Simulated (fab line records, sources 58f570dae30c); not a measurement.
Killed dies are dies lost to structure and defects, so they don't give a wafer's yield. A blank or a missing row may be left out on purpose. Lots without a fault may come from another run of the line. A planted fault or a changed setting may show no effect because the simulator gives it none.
Which tool did it? | flow berkeley_cmos170 | 14 lots, 42 wafers sampled, at 5 steps of a route of 331

WHAT THE GAUGES READ, wafer by wafer
UCB170_PWELL_OVL_MEAS_13.
lot  | measured    | on         | PWELL_OVL (nm)
L563 | day 3 08:52 | overlay-01 | -10 -4 -11
L564 | day 3 18:46 | overlay-01 | -1 -2 10
L566 | day 4 04:14 | overlay-02 | 9 4 12
L567 | day 4 15:25 | overlay-01 | -5 -3 -1
L569 | day 4 15:39 | overlay-01 | 5 -1 6
L568 | day 4 15:46 | overlay-02 | 7 2 5
L570 | day 5 16:11 | overlay-01 | -1 -1 1
L571 | day 5 22:47 | overlay-02 | 15 9 10
L573 | day 5 22:35 | overlay-02 | -7 -1 4
L576 | day 6 02:29 | overlay-02 | 1 7 4
L574 | day 6 02:01 | overlay-02 | -1 -9 -1
L575 | day 6 02:17 | overlay-01 | 7 8 11
L583 | day 7 08:13 | overlay-01 | 1 -5 2
L584 | day 7 08:29 | overlay-01 | -4 -5 -2

UCB170_ACTIVE_THK_MEAS_03.
lot  | measured    | on            | ACTIVE_OXIDE_THK (nm)
L563 | day 4 17:32 | film_metro-01 | 26.9 26.7 27.3
L564 | day 5 04:16 | film_metro-01 | 27.2 27.0 27.0
L566 | day 5 04:18 | film_metro-01 | 26.4 26.2 26.0
L567 | day 5 19:38 | film_metro-01 | 26.4 26.8 26.8
L569 | day 5 19:38 | film_metro-02 | 26.1 26.3 26.5
L568 | day 5 19:38 | film_metro-03 | 26.5 26.8 26.7
L570 | day 6 15:53 | film_metro-03 | 26.6 26.8 26.6
L571 | day 6 23:57 | film_metro-02 | 26.5 26.3 26.0
L573 | day 6 23:53 | film_metro-03 | 26.9 27.3 26.7
L576 | day 6 23:54 | film_metro-01 | 26.5 26.5 26.5
L574 | day 6 23:56 | film_metro-03 | 26.3 26.4 25.9
L575 | day 6 23:56 | film_metro-01 | 26.6 26.6 27.0
L583 | day 8 15:10 | film_metro-02 | 14.1 14.2 13.8
L584 | day 8 15:11 | film_metro-03 | 12.7 12.7 12.1

UCB170_ACTIVE_CD_MEAS_13: target cd 1200 nm.
lot  | measured    | on        | cd_nm (nm)
L563 | day 5 01:43 | cd_sem-02 | 1199.9 1199.9 1200.6
L564 | day 5 16:55 | cd_sem-02 | 1201.1 1203.0 1202.2
L566 | day 5 16:59 | cd_sem-02 | 1199.9 1202.0 1201.2
L567 | day 6 00:58 | cd_sem-02 | 1199.3 1199.9 1199.0
L569 | day 6 00:46 | cd_sem-01 | 1199.1 1198.2 1199.4
L568 | day 6 00:10 | cd_sem-02 | 1200.2 1200.3 1200.4
L570 | day 7 00:49 | cd_sem-01 | 1199.9 1198.9 1201.0
L571 | day 7 07:25 | cd_sem-01 | 1199.3 1199.5 1199.2
L573 | day 7 07:31 | cd_sem-01 | 1198.8 1200.1 1200.2
L576 | day 7 07:55 | cd_sem-02 | 1201.9 1202.9 1202.6
L574 | day 7 07:37 | cd_sem-01 | 1201.4 1201.5 1202.3
L575 | day 7 07:44 | cd_sem-02 | 1201.2 1200.6 1200.5
L583 | day 8 23:43 | cd_sem-01 | 1197.6 1199.1 1198.7
L584 | day 8 23:52 | cd_sem-02 | 1200.4 1200.1 1199.0

WHICH TOOL RAN EACH LOT (tool, then ch and the chambers of the sampled wafers, then the start)
lot  | UCB170_NWELL_STRIP_15               | UCB170_ACTIVE_OXIDATION_02
L563 | plasma_asher-01 ch 0, day 2 17:16   | furnace-01 ch 0, day 4 16:10
L564 | plasma_asher-02 ch 0,1, day 2 22:33 | furnace-04 ch 0, day 5 02:53
L566 | plasma_asher-04 ch 0,1, day 3 10:49 | furnace-04 ch 0, day 5 02:53
L567 | plasma_asher-01 ch 0,1, day 3 15:14 | furnace-01 ch 0, day 5 18:17
L569 | plasma_asher-04 ch 0,1, day 3 15:58 | furnace-01 ch 0, day 5 18:17
L568 | plasma_asher-01 ch 0,1, day 3 16:02 | furnace-01 ch 0, day 5 18:17
L570 | plasma_asher-01 ch 0,1, day 4 12:01 | furnace-04 ch 0, day 6 14:32
L571 | plasma_asher-02 ch 0,1, day 4 17:07 | furnace-02 ch 0, day 6 22:31
L573 | plasma_asher-04 ch 0,1, day 4 23:03 | furnace-02 ch 0, day 6 22:31
L576 | plasma_asher-02 ch 0,1, day 5 13:53 | furnace-02 ch 0, day 6 22:31
L574 | plasma_asher-01 ch 0,1, day 5 13:55 | furnace-02 ch 0, day 6 22:31
L575 | plasma_asher-02 ch 0, day 5 13:58   | furnace-02 ch 0, day 6 22:31
L583 | plasma_asher-01 ch 0,1, day 6 15:10 | furnace-02 ch 0, day 8 13:49
L584 | plasma_asher-04 ch 0,1, day 6 15:14 | furnace-02 ch 0, day 8 13:49
- UCB170_NWELL_STRIP_15: strips in O2.
- UCB170_ACTIVE_OXIDATION_02: target thk 26.4 nm, ox time 1260 s.

WHAT THE TOOLS THEMSELVES READ (means of the sampled wafers that have a number; where no wafer has one, the mark that the record gives instead)
UCB170_NWELL_STRIP_15.
lot  | tool            | drypump_motor_current_A (A) | oes_product_au (a.u.) | strip_time_to_endpoint_s (s)
L563 | plasma_asher-01 | 5.6                         | 0.716                 | 17.92
L564 | plasma_asher-02 | 5.9                         | 0.717                 | 18.12
L566 | plasma_asher-04 | 5.6                         | 0.720                 | 17.92
L567 | plasma_asher-01 | 5.6                         | 0.722                 | 17.97
L569 | plasma_asher-04 | 6.2                         | 0.721                 | 17.93
L568 | plasma_asher-01 | 5.5                         | 0.720                 | 17.88
L570 | plasma_asher-01 | 5.5                         | 0.723                 | 17.92
L571 | plasma_asher-02 | 5.9                         | 0.723                 | 18.09
L573 | plasma_asher-04 | 6.2                         | 0.724                 | 18.03
L576 | plasma_asher-02 | 6.3                         | 0.722                 | 17.99
L574 | plasma_asher-01 | 5.5                         | 0.722                 | 17.98
L575 | plasma_asher-02 | 6.6                         | 0.718                 | 18.09
L583 | plasma_asher-01 | 5.6                         | 0.720                 | 17.98
L584 | plasma_asher-04 | 6.2                         | 0.725                 | 18.02

UCB170_ACTIVE_OXIDATION_02.
lot  | tool       | ox_temp_c_max | spike_tc_source_C (C)
L563 | furnace-01 | 1006.4        | 1021.6
L564 | furnace-04 | 1003.8        | 1020.1
L566 | furnace-04 | 1004.0        | 1020.3
L567 | furnace-01 | 1005.7        | 1021.4
L569 | furnace-01 | 1006.3        | 1021.2
L568 | furnace-01 | 1005.4        | 1020.5
L570 | furnace-04 | 1004.5        | 1020.3
L571 | furnace-02 | 1006.1        | 1022.5
L573 | furnace-02 | 1005.3        | 1021.6
L576 | furnace-02 | 1005.5        | 1022.0
L574 | furnace-02 | 1005.5        | 1022.4
L575 | furnace-02 | 1006.5        | 1021.8
L583 | furnace-02 | 1005.0        | 1022.6
L584 | furnace-02 | 1004.4        | 1022.1

THE ANSWER, worked out from the rows above alone
Rule: what is usual is taken from the lots themselves. Put in order of their means at a reading, lots are off if they are a third of the lots or fewer, leave a main group of 4 or more, and stand apart from it by a gap of 3 or more times the standard deviation of the main group's means; of several such gaps the widest counts. A main group whose means are all the same, to the digits that the tables above print for the reading, isn't used. A lot without any number at a reading at which 4 lots or more have one is off too. The other lots that the step has rows for count as sound. The gauges are gone through in route order, then the tools' own readings, and for those a lot's mean is taken as printed above. The first step at which some lot is off is used, and at that step the reading that is off furthest; a lot without a number counts as furthest.
Off: L583, L584, at UCB170_ACTIVE_THK_MEAS_03 (ACTIVE_OXIDE_THK). The main group: mean 26.6 nm, standard deviation 0.3.
A tool fits if, at a process step before that reading, it ran every lot that is off, and no sound lot after the first of them. The gauges at UCB170_ACTIVE_THK_MEAS_03 are tried like those tools. One fits: furnace-02 at UCB170_ACTIVE_OXIDATION_02. Its last sound lot is L571 (day 6 22:31), its first lot that is off L583 (day 8 13:49): a fault that began between those two fits.

WHAT THE SIMULATOR HAD PUT IN
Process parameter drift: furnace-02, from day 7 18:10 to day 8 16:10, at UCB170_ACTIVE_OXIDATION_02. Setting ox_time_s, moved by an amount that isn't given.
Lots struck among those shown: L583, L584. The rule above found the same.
